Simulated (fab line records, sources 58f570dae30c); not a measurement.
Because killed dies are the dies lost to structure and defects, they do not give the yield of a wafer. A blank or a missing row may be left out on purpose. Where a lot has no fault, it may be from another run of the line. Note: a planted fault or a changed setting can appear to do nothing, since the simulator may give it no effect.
Code-filled problem report in 8D (eight disciplines) form -- flow berkeley-cmos170 -- the parts of the form that need people (team, actions taken, sign-off) are left out

== 1. WHAT IS WRONG ==
Across 6 wafers from 2 lots, NLDD_TW at UCB170_NLDD_TW_MEAS_11 averages 2297, while fault-free wafers read 2222 with a standard deviation of 15. That puts it +5.0 standard deviations away from the usual mean.
First seen on wafer L257.2, day 9 15:56, on film-metro-01. The record has a number at this step for 33 wafers belonging to 11 lots. Rule for "out", or "out of limits": more than 4 standard deviations from the usual mean. All remaining wafers that have a number are taken as sound.

== 2. WHAT IT IS, WHAT IT ISN'T ==
question,is,is not
which readings at this step,NLDD_TW,-
which lots,"L257, L262","L247, L248, L249, L250, L251, L252, L253, L254, L258"
which wafers of those lots,all that have a number,-
read on which gauges,"film-metro-01, film-metro-02",film-metro-04
when,from day 9 15:56,up to then (24 sound wafers); but 3 sound wafers of L258 came after

== 3. SUSPECTS, AND WHAT RULES EACH OUT ==
Counting: any tool at a process step up to the reading is kept as a suspect provided that every lot that is out went through it and no sound lot did after the first of them.
- ruled out: the gauge at UCB170_NLDD_TW_MEAS_11. 2 gauges (film-metro-01, film-metro-02) read the wafers that are out.
- implanter-01 at UCB170_NLDD_IMPLANT_08: kept. It ran every lot that is out, first L257 (day 9 15:33), and no sound lot after that; its last sound lot up to then is L254 (day 9 00:29). Its own beam-energy-keV readings are out on those wafers.
Remaining after the count: implanter-01 at UCB170_NLDD_IMPLANT_08.

== 4. THE CAUSE (what the simulator had put in) ==
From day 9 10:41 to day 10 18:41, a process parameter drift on implanter-01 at UCB170_NLDD_IMPLANT_08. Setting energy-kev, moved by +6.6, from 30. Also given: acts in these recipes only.
Counting left only this tool.

== 5. THE CHAIN OF EFFECTS, in route order ==
Each row: a reading where the mean over the struck wafers with a number is more than 3 standard deviations away from the usual. Only readings for which the record gives a usual standard deviation are gone through. hours: the time from each lot's start at the first step in this table that gives one to its start at this step, as a median over the lots. sigmas: the change in usual standard deviations.
hours,step,reading,usual,on struck wafers,change,sigmas
0,UCB170_NLDD_IMPLANT_08,beam-energy-keV,29.999,36.606,+6.607,+99 or more
0,UCB170_NLDD_TW_MEAS_11,NLDD_TW,2222,2297,+75,+5.0
11,UCB170_SDANNEAL_RS_MEAS_05,NLDD_RS,616.5 ohm/sq,583.8,-32.7,-19
The process steps in it:
- UCB170_NLDD_IMPLANT_08
Later steps that measure or inspect, where all struck wafers having a row at the step show a number for every such reading and not one has moved that far: UCB170_PSD_CD_MEAS_06.

== 6. WHAT WOULD HAVE CAUGHT IT SOONER ==
Counted from the fault's start at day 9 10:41, it took 5 hours until the first out-of-limits reading at a measuring or inspecting step in this record, taken at day 9 15:56.
Tool's own readings at UCB170_NLDD_IMPLANT_08, beam-energy-keV: out on all struck wafers the step has rows for; an alarm limit on them would have tripped on the first.
Of the lots that are out (2), L262 began UCB170_NLDD_IMPLANT_08 on implanter-01 after day 9 15:56. Holding the tool at that time would have saved it.
